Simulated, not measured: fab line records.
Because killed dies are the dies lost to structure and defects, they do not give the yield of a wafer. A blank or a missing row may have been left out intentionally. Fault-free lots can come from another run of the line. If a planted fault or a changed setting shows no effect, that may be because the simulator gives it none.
fab line records -- flow rit-cmos
record lots=7, wafers=21, last-day=7
route steps=202 shown CONTACT@183 M1@184
lots that met no fault: from a run of the same line without faults
start-h: start of the lot's first displayed wafer, in hours after the record's first day -- wait-h: hours elapsed since this lot's preceding step -- " identical to the entry in the row above -- L1.1+2: a single row standing in for several wafers -- - no value, or no start was given -- * or withheld: withheld -- < > ~ a bound
route shown NAME@n: a module of which the file shows steps, and the number in the route of the first -- usual: mean and standard deviation over wafers with no fault -- same: alike in all rows -- chamber/n: place in a boat -- sites: the reading at each site -- _std_site: how widely they spread, as a standard deviation -- _edge_site: the outer-site mean with the inner-site mean subtracted -- radius-mm: for every site, how far away it sits from the centre of the wafer -- mask NAME#n: copy n -- behind: tool/chamber where the wafer was last shaped -- hold: what put the lot on hold/how long, in hours/how the hold closed -- device: which transistor (n, p or np) failed to switch -- end of line: at the end of the route, the tests of the same wafers -- a step without rows: its recipe alone -- killed: dies lost to structure and defects at the first sort, not the wafer's yield -- map: a wafer's dies, x killed, . not, _ none there
set.NAME: the setting the step ran with; set.NAME@STEP: the setting that earlier step ran with -- model.NAME: the simulator's own value behind a step, which no gauge read
lots at selected steps of the route; one table per step, one row per wafer
services: the hour from which a tool's chamber was out of use, counted from the record's first day as start-h (under 0 if before that day), plus the number of hours and why
## steps
# step RIT_CONTACT_CLEAN_14
# recipe chemistry=SC2, mix=3:3:50, time-s=600, temp-c=75, dry=n2-spin
# step RIT_M1_SPUTTER_00
# recipe material=Al, target-thk-nm=400, power-w=2000, chamber-pressure-pa=0.4, gas=Ar, time-s=500, substrate-temp-c=25
# usual chamber-pressure-pa=0.4000/0.00079, throttle-valve-pct=29.8/0.99
lot.wafer,tool,chamber,start-h,wait-h,chamber-pressure-pa,throttle-valve-pct
L341.3,pvd-sputter-04,-,64.50,0.0,0.3990,30.3
L341.4,pvd-sputter-04,-,64.50,0.0,0.4011,30.3
L341.6,pvd-sputter-04,-,64.50,0.0,0.4013,30.1
L343.3,pvd-sputter-01,-,77.98,0.0,0.3997,30.3
L343.5,pvd-sputter-01,-,77.98,0.0,0.4006,31.3
L343.6,pvd-sputter-01,-,77.98,0.0,0.3999,30.3
L356.2,pvd-sputter-04,-,139.51,0.0,0.4005,30.4
L356.3,pvd-sputter-04,-,139.51,0.0,0.4005,29.5
L356.4,pvd-sputter-04,-,139.51,0.0,0.3994,29.4
L357.1,pvd-sputter-01,-,149.19,0.0,0.4001,31.5
L357.3,pvd-sputter-01,-,149.19,0.0,0.4004,30.0
L357.5,pvd-sputter-01,-,149.19,0.0,0.4005,29.2
L358.1,pvd-sputter-04,-,157.00,0.0,0.3993,29.9
L358.3,pvd-sputter-04,-,157.00,0.0,0.3988,29.7
L358.5,pvd-sputter-04,-,157.00,0.0,0.3993,29.9
L360.1,pvd-sputter-04,-,164.08,0.0,0.3984,29.5
L360.5,pvd-sputter-04,-,164.08,0.0,0.3997,30.5
L360.6,pvd-sputter-04,-,164.08,0.0,0.4000,29.8
L361.2,pvd-sputter-03,-,172.58,0.0,0.3995,27.8
L361.3,pvd-sputter-03,-,172.58,0.0,0.4008,30.9
L361.4,pvd-sputter-03,-,172.58,0.0,0.4002,28.5
# step RIT_M1_RS_MEAS_01
# recipe thk-meas-gauge=four-point-probe, reads=Al_of_M1_SPUTTER_00
# usual M1_AL_RS=0.0735/0.00081
lot.wafer,tool,chamber,start-h,wait-h,M1_AL_RS[ohm/sq]
L341.3,film-metro-04,-,64.85,0.2,0.0734
L341.4,film-metro-04,-,64.85,0.2,0.0743
L341.6,film-metro-04,-,64.85,0.2,0.0732
L343.3,film-metro-02,-,78.32,0.2,0.0735
L343.5,film-metro-02,-,78.32,0.2,0.0744
L343.6,film-metro-02,-,78.32,0.2,0.0734
L356.2,film-metro-01,-,139.83,0.2,0.0723
L356.3,film-metro-01,-,139.83,0.2,0.0733
L356.4,film-metro-01,-,139.83,0.2,0.0741
L357.1,film-metro-04,-,149.49,0.1,0.0735
L357.3,film-metro-04,-,149.49,0.1,0.0737
L357.5,film-metro-04,-,149.49,0.1,0.0733
L358.1,film-metro-04,-,157.30,0.1,0.0744
L358.3,film-metro-04,-,157.30,0.1,0.0741
L358.5,film-metro-04,-,157.30,0.1,0.0740
L360.1,film-metro-04,-,164.37,0.1,0.0750
L360.5,film-metro-04,-,164.37,0.1,0.0749
L360.6,film-metro-04,-,164.37,0.1,0.0756
L361.2,film-metro-01,-,172.89,0.2,0.0728
L361.3,film-metro-01,-,172.89,0.2,0.0730
L361.4,film-metro-01,-,172.89,0.2,0.0732
# step RIT_M1_THK_MEAS_02
# recipe thk-meas-gauge=xrf, reads=Al_of_M1_SPUTTER_00
# usual M1_AL_THK=401/5.6
lot.wafer,tool,chamber,start-h,wait-h,M1_AL_THK[nm]
L341.3,film-metro-04,-,64.95,0.1,401
L341.4,film-metro-04,-,64.95,0.1,398
L341.6,film-metro-04,-,64.95,0.1,402
L343.3,film-metro-02,-,78.42,0.1,401
L343.5,film-metro-02,-,78.42,0.1,395
L343.6,film-metro-02,-,78.42,0.1,405
L356.2,film-metro-01,-,139.94,0.1,411
L356.3,film-metro-01,-,139.94,0.1,402
L356.4,film-metro-01,-,139.94,0.1,401
L357.1,film-metro-04,-,149.61,0.1,400
L357.3,film-metro-04,-,149.61,0.1,398
L357.5,film-metro-04,-,149.61,0.1,403
L358.1,film-metro-04,-,157.42,0.1,395
L358.3,film-metro-04,-,157.42,0.1,395
L358.5,film-metro-04,-,157.42,0.1,397
L360.1,film-metro-04,-,164.49,0.1,390
L360.5,film-metro-04,-,164.49,0.1,393
L360.6,film-metro-04,-,164.49,0.1,387
L361.2,film-metro-01,-,173.00,0.1,406
L361.3,film-metro-01,-,173.00,0.1,406
L361.4,film-metro-01,-,173.00,0.1,405
# step RIT_M1_HMDS_03
# recipe prime-time-s=60, prime-temp-c=140
# step RIT_M1_COAT_04
# recipe resist=NOVOLAK, spin-rpm=2000, resist-thk-nm=1310
# step RIT_M1_SOFTBAKE_05
# recipe resist=NOVOLAK, temp-c=90, time-s=60
# step RIT_M1_EXPOSE_06
# recipe mask-id=M12, na=0.6, source-shape=conventional, sigma-outer=0.5, target-cd-nm=2600, dose-mj=250
# step RIT_M1_PEB_07
# recipe resist=NOVOLAK, temp-c=withheld, time-s=withheld
# step RIT_M1_DEVELOP_08
# recipe resist=NOVOLAK, develop-time-s=70.86, dev-temp-c=23
# step RIT_M1_CD_MEAS_09
# recipe target-cd-nm=2600
# usual cd-nm=2600.6/2.6
lot.wafer,tool,chamber,start-h,wait-h,cd-nm
L341.3,cd-sem-02,-,66.04,-,2600.6
L341.4,cd-sem-02,-,66.04,-,2600.5
L341.6,cd-sem-02,-,66.04,-,2598.6
L343.3,cd-sem-02,-,79.50,-,2599.4
L343.5,cd-sem-02,-,79.50,-,2596.6
L343.6,cd-sem-02,-,79.50,-,2598.9
L356.2,cd-sem-02,-,141.01,-,2599.8
L356.3,cd-sem-02,-,141.01,-,2599.2
L356.4,cd-sem-02,-,141.01,-,2597.7
L357.1,cd-sem-02,-,150.55,-,2603.1
L357.3,cd-sem-02,-,150.55,-,2604.0
L357.5,cd-sem-02,-,150.55,-,2605.1
L358.1,cd-sem-02,-,158.36,-,2600.3
L358.3,cd-sem-02,-,158.36,-,2599.9
L358.5,cd-sem-02,-,158.36,-,2599.5
L360.1,cd-sem-02,-,165.43,-,2598.6
L360.5,cd-sem-02,-,165.43,-,2599.5
L360.6,cd-sem-02,-,165.43,-,2600.8
L361.2,cd-sem-02,-,173.95,-,2598.7
L361.3,cd-sem-02,-,173.95,-,2602.0
L361.4,cd-sem-02,-,173.95,-,2600.1
# step RIT_M1_OVL_MEAS_10
# usual M1_OVL=-1.2/1.4
lot.wafer,tool,chamber,start-h,wait-h,M1_OVL[nm]
L341.3,overlay-02,-,66.13,0.1,-1.1
L341.4,overlay-02,-,66.13,0.1,-0.6
L341.6,overlay-02,-,66.13,0.1,-1.0
L343.3,overlay-02,-,79.60,0.1,-2.3
L343.5,overlay-02,-,79.60,0.1,-1.5
L343.6,overlay-02,-,79.60,0.1,-0.6
L356.2,overlay-02,-,141.12,0.1,-3.3
L356.3,overlay-02,-,141.12,0.1,-3.5
L356.4,overlay-02,-,141.12,0.1,-2.7
L357.1,overlay-02,-,150.67,0.1,-0.9
L357.3,overlay-02,-,150.67,0.1,-2.0
L357.5,overlay-02,-,150.67,0.1,0.6
L358.1,overlay-02,-,158.48,0.1,0.6
L358.3,overlay-02,-,158.48,0.1,2.2
L358.5,overlay-02,-,158.48,0.1,0.0
L360.1,overlay-01,-,165.55,0.1,-3.3
L360.5,overlay-01,-,165.55,0.1,-1.1
L360.6,overlay-01,-,165.55,0.1,-1.6
L361.2,overlay-02,-,174.06,0.1,-1.7
L361.3,overlay-02,-,174.06,0.1,-1.6
L361.4,overlay-02,-,174.06,0.1,-0.9
# step RIT_M1_HARDBAKE_11
# recipe resist=NOVOLAK, temp-c=140, time-s=120
# usual heater-power-total-W=52.04/0.061, plate-temp-C=140.00/0.15
lot.wafer,tool,chamber,start-h,wait-h,heater-power-total-W,plate-temp-C
L341.3,litho-track-01,0,66.24,0.1,52.01,139.82
L341.4,litho-track-01,0,66.24,0.1,52.08,139.89
L341.6,litho-track-01,0,66.24,0.1,52.09,140.08
L343.3,litho-track-03,0,79.70,0.1,52.16,139.99
L343.5,litho-track-03,0,79.70,0.1,52.08,140.03
L343.6,litho-track-03,0,79.70,0.1,52.03,140.05
L356.2,litho-track-01,0,141.19,0.1,52.40,140.95
L356.3,litho-track-01,0,141.19,0.1,52.45,141.11
L356.4,litho-track-01,0,141.19,0.1,52.48,141.02
L357.1,litho-track-01,0,150.85,0.2,52.47,140.88
L357.3,litho-track-01,0,150.85,0.2,52.43,140.77
L357.5,litho-track-01,0,150.85,0.2,52.46,140.90
L358.1,litho-track-01,0,158.63,0.1,52.52,140.77
L358.3,litho-track-01,0,158.63,0.1,52.56,140.97
L358.5,litho-track-01,0,158.63,0.1,52.54,140.90
L360.1,litho-track-03,0,165.59,0.0,52.04,139.95
L360.5,litho-track-03,0,165.59,0.0,52.12,140.04
L360.6,litho-track-03,0,165.59,0.0,52.00,139.94
L361.2,litho-track-04,0,174.13,0.1,51.96,140.07
L361.3,litho-track-04,0,174.13,0.1,52.04,140.18
L361.4,litho-track-04,0,174.13,0.1,52.08,140.27
# step RIT_M1_METAL_ETCH_12
# recipe stop-on=SiO2, chemistry=Cl2/BCl3, target=Al, time-s=165, over-etch-frac=0.5, pressure-mtorr=100, target-depth-a=6000, rf-w=250, Cl2_flow_sccm=60, bcl3-flow-sccm=50
# usual drypump-motor-current-A=5.7/0.44, oes-product-au=0.769/0.011, throttle-valve-pct=8.24/0.11
lot.wafer,tool,chamber,start-h,wait-h,drypump-motor-current-A,oes-product-au,rf-hours-counter-h,throttle-valve-pct
L341.3,rie-metal-04,1,66.46,0.2,5.5,0.774,-,8.29
L341.4,rie-metal-04,0,66.46,0.2,5.7,0.771,-,8.30
L341.6,rie-metal-04,1,66.46,0.2,5.5,0.777,-,8.29
L343.3,rie-metal-01,0,79.92,0.2,5.8,0.755,-,8.05
L343.5,rie-metal-01,0,79.92,0.2,5.8,0.753,-,8.06
L343.6,rie-metal-01,1,79.92,0.2,6.7,0.760,-,8.14
L356.2,rie-metal-03,0,141.40,0.2,5.3,0.765,3,8.36
L356.3,rie-metal-03,1,141.40,0.2,5.5,0.774,-,8.25
L356.4,rie-metal-03,0,141.40,0.2,5.3,0.761,-,8.38
L357.1,rie-metal-01,1,151.10,0.2,6.7,0.768,2,8.15
L357.3,rie-metal-01,1,151.10,0.2,6.7,0.765,-,8.15
L357.5,rie-metal-01,0,151.10,0.2,5.8,0.761,-,8.04
L358.1,rie-metal-04,0,158.88,0.2,5.7,0.784,0,8.29
L358.3,rie-metal-04,0,158.88,0.2,5.7,0.779,-,8.28
L358.5,rie-metal-04,1,158.88,0.2,5.5,0.755,-,8.30
L360.1,rie-metal-01,0,165.84,0.2,5.8,0.751,2,8.05
L360.5,rie-metal-01,0,165.84,0.2,5.8,0.751,-,8.05
L360.6,rie-metal-01,1,165.84,0.2,6.7,0.745,-,8.17
L361.2,rie-metal-04,1,174.34,0.2,5.5,0.769,0,8.30
L361.3,rie-metal-04,0,174.34,0.2,5.7,0.788,-,8.29
L361.4,rie-metal-04,1,174.34,0.2,5.6,0.763,-,8.30
# step RIT_M1_PROBE_99
# usual defect-limited-yield=97.4/1.1, killed-at-contacts=0.1/0.24, killed-at-front-end=6.7/2.9, killed-dies=6.8/2.9, killed-open=3.5/2, killed-short=3.2/1.9, sort_bin_3_pad_short=0.1/0.22, sort_bin_5_function=1.4/0.82, sort_bin_6_memory=1.0/0.64, sort-n-pass=257.2/2.9, sort-yield-pct=97.4/1.1
# same gross-dies=264, killed_at_M0_to_M3=0, killed_at_M4_up=0, killed-at-back-side=0, killed-at-other=0
lot.wafer,tool,chamber,start-h,wait-h,defect-limited-yield[%],killed-at-contacts,killed-at-front-end,killed-dies,killed-open,killed-short,sort_bin_3_pad_short[%],sort_bin_5_function[%],sort_bin_6_memory[%],sort-n-pass,sort-yield-pct[%]
L341.3,prober-01,-,68.76,0.2,98.1,0,5,5,2,3,0.4,0.8,0.8,259.0,98.1
L341.4,prober-01,-,68.81,0.2,96.2,0,10,10,1,8,0,3.0,0.8,254.0,96.2
L341.6,prober-01,-,68.91,0.2,98.5,0,4,4,2,2,0,0.4,1.1,260.0,98.5
L343.3,prober-01,-,82.22,0.2,97.7,0,6,6,3,3,0,1.5,0.8,258.0,97.7
L343.5,prober-01,-,82.32,0.2,98.5,0,4,4,1,3,0,0.8,0.8,260.0,98.5
L343.6,prober-01,-,82.37,0.2,96.6,0,9,9,1,8,0,2.7,0.8,255.0,96.6
L357.1,prober-01,-,153.36,0.1,99.2,0,2,2,1,1,0,0.4,0.4,262.0,99.2
L357.3,prober-01,-,153.46,0.2,97.0,0,8,8,4,4,0,1.9,1.1,256.0,97.0
L357.5,prober-01,-,153.56,0.2,98.9,0,3,3,3,0,0,1.1,0,261.0,98.9
L358.1,prober-02,-,161.13,0.1,95.8,1,10,11,5,6,0.4,1.5,2.3,253.0,95.8
L358.3,prober-02,-,161.23,0.2,95.8,0,11,11,5,6,0,2.3,1.9,253.0,95.8
L358.5,prober-02,-,161.33,0.2,97.3,0,7,7,5,2,0,1.1,1.5,257.0,97.3
L361.2,prober-01,-,176.64,0.1,96.6,0,9,9,4,4,0.4,1.9,1.1,255.0,96.6
L361.3,prober-01,-,176.69,0.2,95.8,0,11,11,6,5,0.4,0.8,3.0,253.0,95.8
L361.4,prober-01,-,176.74,0.2,95.8,0,11,11,2,7,0.4,2.7,1.1,253.0,95.8
# killed by level:class
L341.3 GATE:geometric-particle:short=3 GATE:geometric-particle:open=1 REOX:geometric-particle:open=1
L341.4 GATE:geometric-particle:short=6 ACTIVE:geometric-particle:short=1 REOX:geometric-particle:open=1 REOX:geometric-particle:short=1 PWELL:coat-microbubble-printed=1
L341.6 GATE:geometric-particle:short=1 GATE:geometric-particle:open=1 SPACER:geometric-particle:short=1 SPACER:geometric-particle:open=1
L343.3 FOX1:geometric-particle:open=2 REOX:geometric-particle:short=2 GATE:geometric-particle:open=1 SPACER:geometric-particle:short=1
L343.5 FOX1:geometric-particle:short=1 SPACER:geometric-particle:short=1 SILICIDE:geometric-particle:open=1 SILICIDE:geometric-particle:short=1
L343.6 GATE:geometric-particle:short=7 FOX2:geometric-particle:short=1 GATE:geometric-particle:open=1
L357.1 SPACER:geometric-particle:short=1 SPACER:geometric-particle:open=1
L357.3 GATE:geometric-particle:short=2 SPACER:geometric-particle:open=2 SPACER:geometric-particle:short=2 FOX2:geometric-particle:open=1 REOX:geometric-particle:open=1
L357.5 FOX1:geometric-particle:open=3
L358.1 GATE:geometric-particle:short=4 FOX1:geometric-particle:open=2 FOX2:geometric-particle:open=1 SPACER:geometric-particle:open=1 SILICIDE:geometric-particle:short=1 SILICIDE:geometric-particle:open=1 CONTACT:geometric-particle:short=1
L358.3 FOX1:geometric-particle:open=2 FOX1:geometric-particle:short=2 FOX2:geometric-particle:open=2 GATE:geometric-particle:short=2 FOX2:geometric-particle:short=1 GATE:geometric-particle:open=1 SILICIDE:geometric-particle:short=1
L358.5 GATE:geometric-particle:open=4 SPACER:geometric-particle:short=2 REOX:geometric-particle:open=1
L361.2 GATE:geometric-particle:open=2 FOX1:geometric-particle:open=1 FOX1:geometric-particle:short=1 FOX2:geometric-particle:open=1 GATE:geometric-particle:short=1 REOX:geometric-particle:short=1 SPACER:geometric-particle:short=1 PLDD:coat-microbubble-printed=1
L361.3 SILICIDE:geometric-particle:open=3 SILICIDE:geometric-particle:short=3 GATE:geometric-particle:short=2 GATE:geometric-particle:open=2 FOX1:geometric-particle:open=1
L361.4 FOX1:geometric-particle:short=2 REOX:geometric-particle:short=2 ACTIVE:coat-microbubble-printed=2 GATE:geometric-particle:short=1 GATE:geometric-particle:open=1 SPACER:geometric-particle:short=1 SILICIDE:geometric-particle:short=1 SILICIDE:geometric-particle:open=1
## services
tool,chamber,start-h,hours,kind
rie-metal-04,-,114.25,2.8,pm
pvd-sputter-01,-,133.75,11.7,repair
rie-metal-04,1,134.47,6.9,repair
rie-metal-04,-,136.12,20.0,pm
rie-metal-04,0,136.12,20.0,vent-cycle
rie-metal-04,1,136.12,20.0,vent-cycle
litho-track-01,-,150.54,-,consumable-replace:filter
rie-metal-04,0,156.12,-,clean
rie-metal-04,1,156.12,-,clean
rie-metal-03,1,164.29,8.9,repair
## key
first-sign step=RIT_M1_HARDBAKE_11, reading=heater-power-total-W, direction=up, sigmas=7.2, usual=52.04, struck=52.48
effect step=RIT_M1_HARDBAKE_11, reading=plate-temp-C, direction=up, sigmas=6.2, usual=*, struck=*
met-at RIT_M1_HARDBAKE_11
struck-wafers L356.2,L356.3,L356.4,L357.1,L357.3,L357.5,L358.1,L358.3,L358.5
onset-between 66.24 141.19
fault kind=process-parameter-drift, tool=litho-track-01, chamber=-, onset-h=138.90, steps=RIT_M1_HARDBAKE_11, channel=temp-c, offset=*, shape=step, end-h=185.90, acts-in=*, stated=*
